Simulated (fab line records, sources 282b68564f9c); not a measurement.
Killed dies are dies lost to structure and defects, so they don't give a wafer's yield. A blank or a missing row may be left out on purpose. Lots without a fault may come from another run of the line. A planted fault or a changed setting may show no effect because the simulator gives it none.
One fault seen from 2 desks | flow rit_cmos | each desk has only its own numbers; what lay behind them comes last

THE METROLOGY DESK
What the gauges read, lot by lot, whatever tool the lot ran on: means of the sampled wafers that have a number. A lot is out of limits, marked OUT, if its mean lies more than 4 standard deviations from the usual mean; the brackets give that distance.
Columns: A = CONTACT_TEOS_THK at RIT_CONTACT_THK_MEAS_01, usual 399 nm
lot  | first seen here | A
L677 | day 3 02:35     | 394
L678 | day 3 08:22     | 401
L679 | day 3 12:15     | 401
L680 | day 3 18:03     | 400
L683 | day 4 08:48     | 405
L684 | day 4 13:20     | 394
L685 | day 4 19:05     | 398
L687 | day 5 04:32     | 404
L688 | day 5 09:04     | 403
L690 | day 5 19:08     | 399
L692 | day 6 04:43     | 401
L696 | day 7 01:16     | 401
L697 | day 7 06:55     | 379
L700 | day 7 22:47     | 379
This desk's finding: nothing out of limits on any of the 14 lots.

THE TOOL OWNER'S DESK: pecvd-01
The tool's own readings at RIT_CONTACT_CVD_00 (deposits SiO2 from TEOS, target thk 400 nm, time 61 s): means of the sampled wafers that have a number, for each lot that ran on this tool. A lot is out of limits, marked OUT, if its mean lies more than 4 standard deviations from the usual mean; the brackets give that distance.
Columns: A = heater_power_w at RIT_CONTACT_CVD_00, usual 321 W; B = rf_fwd_power_W at RIT_CONTACT_CVD_00, usual 396.6 W
lot  | first seen here | A   | B
L679 | day 3 12:12     | 316 | 396.8
L685 | day 4 19:02     | 319 | 397.8
L688 | day 5 09:01     | 342 | 396.8
L697 | day 7 06:52     | 316 | 344.4 (-35) OUT
L700 | day 7 22:43     | 336 | 343.5 (-35) OUT
This desk's finding: out of limits on L697, L700; first on L697, day 7 06:52 (rf_fwd_power_W at RIT_CONTACT_CVD_00). In limits: L679, L685, L688.

PUT TOGETHER
The tool owner's desk could have raised an alarm at day 7 06:52, on L697, L700.
The metrology desk saw nothing out of limits.
The metrology desk has L697, L700 on record, within its limits.
Of the lots named, all ran RIT_CONTACT_CVD_00 on pecvd-01.

WHAT THE SIMULATOR HAD PUT IN
Process parameter drift: pecvd-01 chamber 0, from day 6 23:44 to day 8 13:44, at RIT_CONTACT_CVD_00. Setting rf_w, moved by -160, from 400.
Lots struck among those shown: L697, L700.
Hours from the fault's start to each desk's first reading out of limits: the tool owner's desk, 7.
